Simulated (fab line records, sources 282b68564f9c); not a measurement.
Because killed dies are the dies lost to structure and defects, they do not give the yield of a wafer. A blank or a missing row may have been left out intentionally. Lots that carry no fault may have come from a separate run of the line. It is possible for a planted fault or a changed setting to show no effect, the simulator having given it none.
Tool commonality check | flow ritCmos | Sample size 14 lots and 42 wafers

WHY THIS WAS OPENED
Of 14 lots, 2 have the reading PLDD_RS flagged at RIT_SDANNEAL_RS_MEAS_06. Wafers without a fault read 179.7 ohm/sq, standard deviation 0.51.
Rule: a lot gets a flag if all its wafers with a number sit over 4 standard deviations from that mean, or if no wafer of it has a number. All remaining lots are regarded as sound.

lot  | measured    | on           | PLDD_RS (ohm/sq), wafer by wafer | flag
L275 | day 3 07:17 | filmMetro-01 | 180.2 179.5 179.8                | 
L276 | day 3 12:22 | filmMetro-03 | 178.9 178.7 178.8                | 
L277 | day 3 15:42 | filmMetro-03 | 180.9 180.1 180.0                | 
L278 | day 3 21:40 | filmMetro-03 | 179.5 179.6 179.2                | 
L279 | day 4 03:01 | filmMetro-03 | 180.5 180.6 180.3                | 
L280 | day 4 07:45 | filmMetro-03 | 179.5 180.0 180.1                | 
L281 | day 4 12:07 | filmMetro-02 | 179.0 178.8 179.0                | 
L282 | day 4 18:10 | filmMetro-03 | 179.3 179.6 180.7                | 
L283 | day 4 22:17 | filmMetro-03 | 187.3 187.9 187.4                | FLAGGED
L285 | day 5 09:11 | filmMetro-03 | 187.0 187.5 187.3                | FLAGGED
L291 | day 6 16:56 | filmMetro-03 | 179.9 179.4 179.6                | 
L293 | day 7 00:15 | filmMetro-03 | 179.9 180.1 180.3                | 
L294 | day 7 06:07 | filmMetro-02 | 179.6 179.5 179.4                | 
L297 | day 7 22:23 | filmMetro-03 | 178.3 179.5 178.8                | 
The mean of the flagged lots' numbers is 187.4 ohm/sq, +7.7 ohm/sq from the usual (+15 standard deviations).

LOT BY LOT: THE TOOL USED
The record keeps 1 process step preceding the reading, out of 202 steps on the route. In each cell: the tool, then ch and the chambers that the sampled wafers went through, then the start.
lot  | flag    | RIT_PLDD_IMPLANT_08
L275 |         | implanter-03 ch 0, day 3 00:47
L276 |         | implanter-03 ch 0, day 3 05:44
L277 |         | implanter-04 ch 0, day 3 09:01
L278 |         | implanter-04 ch 0, day 3 15:07
L279 |         | implanter-03 ch 0, day 3 20:17
L280 |         | implanter-03 ch 0, day 4 01:19
L281 |         | implanter-01 ch 0, day 4 05:36
L282 |         | implanter-04 ch 0, day 4 11:38
L283 | FLAGGED | implanter-03 ch 0, day 4 15:38
L285 | FLAGGED | implanter-03 ch 0, day 5 01:44
L291 |         | implanter-04 ch 0, day 6 10:13
L293 |         | implanter-01 ch 0, day 6 17:44
L294 |         | implanter-01 ch 0, day 6 23:36
L297 |         | implanter-04 ch 0, day 7 15:35
What is done by these steps:
- RIT_PLDD_IMPLANT_08
- RIT_SDANNEAL_RS_MEAS_06: measures by four-point-probe.

FLAGGED AGAINST TOTAL, ONE TOOL AT A TIME (gauges that did the reading follow at the end)
step                    | tool         | lots run | flagged | share of the flagged lots | sound lots run after its first flagged lot
RIT_PLDD_IMPLANT_08     | implanter-01 | 3        | 0       | none                      | -
RIT_PLDD_IMPLANT_08     | implanter-03 | 6        | 2       | all                       | 0
RIT_PLDD_IMPLANT_08     | implanter-04 | 5        | 0       | none                      | -
RIT_SDANNEAL_RS_MEAS_06 | filmMetro-01 | 1        | 0       | none                      | -
RIT_SDANNEAL_RS_MEAS_06 | filmMetro-02 | 2        | 0       | none                      | -
RIT_SDANNEAL_RS_MEAS_06 | filmMetro-03 | 11       | 2       | all                       | 3 (L291,L293,L297)

WHAT IS ALLOWED BY THE TABLE
Rows of the table that ran all the flagged lots, 2 in number: implanter-03 at RIT_PLDD_IMPLANT_08; filmMetro-03 at RIT_SDANNEAL_RS_MEAS_06.
- implanter-03 at RIT_PLDD_IMPLANT_08: 2 of its 6 lots flagged. Its last sound lot is L280 (day 4 01:19), its first flagged lot L283 (day 4 15:38): a fault that began between those two fits. Its own readings lie more than 4 standard deviations out on every wafer of the flagged lots: doseIonsCm2.
- filmMetro-03 at RIT_SDANNEAL_RS_MEAS_06: 2 of its 11 lots flagged. Sound lots ran on it after the first flagged one (L291, L293, L297), which a lasting fault on the whole tool wouldn't allow.
implanter-03 at RIT_PLDD_IMPLANT_08 is the single tool remaining.

WHAT HAD BEEN PUT IN BY THE SIMULATOR
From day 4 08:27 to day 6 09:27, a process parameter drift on implanter-03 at RIT_PLDD_IMPLANT_08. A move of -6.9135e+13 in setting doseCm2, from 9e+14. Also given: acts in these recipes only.
Shown lots that were struck: L283, L285. The rule above found the same.
